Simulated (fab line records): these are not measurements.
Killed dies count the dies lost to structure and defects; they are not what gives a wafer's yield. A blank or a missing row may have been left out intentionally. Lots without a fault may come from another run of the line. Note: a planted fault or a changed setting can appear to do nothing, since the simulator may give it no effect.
A single fault, viewed from 2 desks / flow rit_cmos / only its own numbers are on each desk; what lay behind them is given at the end

== AT THE METROLOGY DESK ==
Means of the sampled wafers that have a number, per lot and without regard to the tool the lot ran on: this is what the gauges read. A lot is out of limits, marked OUT, if its mean lies more than 4 standard deviations from the usual mean; the brackets give that distance.
Columns: A = CONTACT_TEOS_THK at RIT_CONTACT_THK_MEAS_01, usual 399 nm; B = cd_nm at RIT_CONTACT_CD_MEAS_08, usual 999.3 nm; C = CONTACT_OVL at RIT_CONTACT_OVL_MEAS_09, usual 0.2 nm
lot=L628; first seen here=day 3 09:58; A=399; B=1000.2; C=-0.1
lot=L633; first seen here=day 4 08:52; A=398; B=997.1; C=0.1
lot=L644; first seen here=day 6 16:22; A=402; B=1000.9; C=0.8
lot=L646; first seen here=day 7 01:51; A=401; B=998.4; C=-0.4
lot=L650; first seen here=day 7 20:47; A=398; B=997.7; C=-0.4
This desk's verdict: no lot among the 5 shows anything out of limits.

== DESK OF THE TOOL OWNER: rie_diel-03 ==
The tool's own readings at RIT_CONTACT_ETCH_11 (etches SiO2 in CHF3/CF4/Ar, stops on TiSi2, target depth 480 nm, time 320 s): means of the sampled wafers that have a number, for each lot that ran on this tool. A lot is out of limits, marked OUT, if its mean lies more than 4 standard deviations from the usual mean; the brackets give that distance.
Columns: A = CHF3_flow_sccm at RIT_CONTACT_ETCH_11, usual 49.99 sccm; B = drypump_motor_current_A at RIT_CONTACT_ETCH_11, usual 5.6 A; C = mfc_ar_sccm at RIT_CONTACT_ETCH_11, usual 100.0 sccm; D = oes_product_au at RIT_CONTACT_ETCH_11, usual 0.995 a.u.; E = throttle_valve_pct at RIT_CONTACT_ETCH_11, usual 8.82 %
lot=L628; first seen here=day 3 11:17; A=49.99; B=5.7; C=100.0; D=0.991; E=8.85
lot=L644; first seen here=day 6 17:42; A=50.15; B=5.8; C=100.4; D=0.986; E=8.91
This desk's verdict: no lot among the 2 shows anything out of limits.

== ALL TOGETHER ==
From the metrology desk's view, nothing was out of limits.
Nothing out of limits was seen by the tool owner's desk.

== WHAT HAD BEEN PUT IN BY THE SIMULATOR ==
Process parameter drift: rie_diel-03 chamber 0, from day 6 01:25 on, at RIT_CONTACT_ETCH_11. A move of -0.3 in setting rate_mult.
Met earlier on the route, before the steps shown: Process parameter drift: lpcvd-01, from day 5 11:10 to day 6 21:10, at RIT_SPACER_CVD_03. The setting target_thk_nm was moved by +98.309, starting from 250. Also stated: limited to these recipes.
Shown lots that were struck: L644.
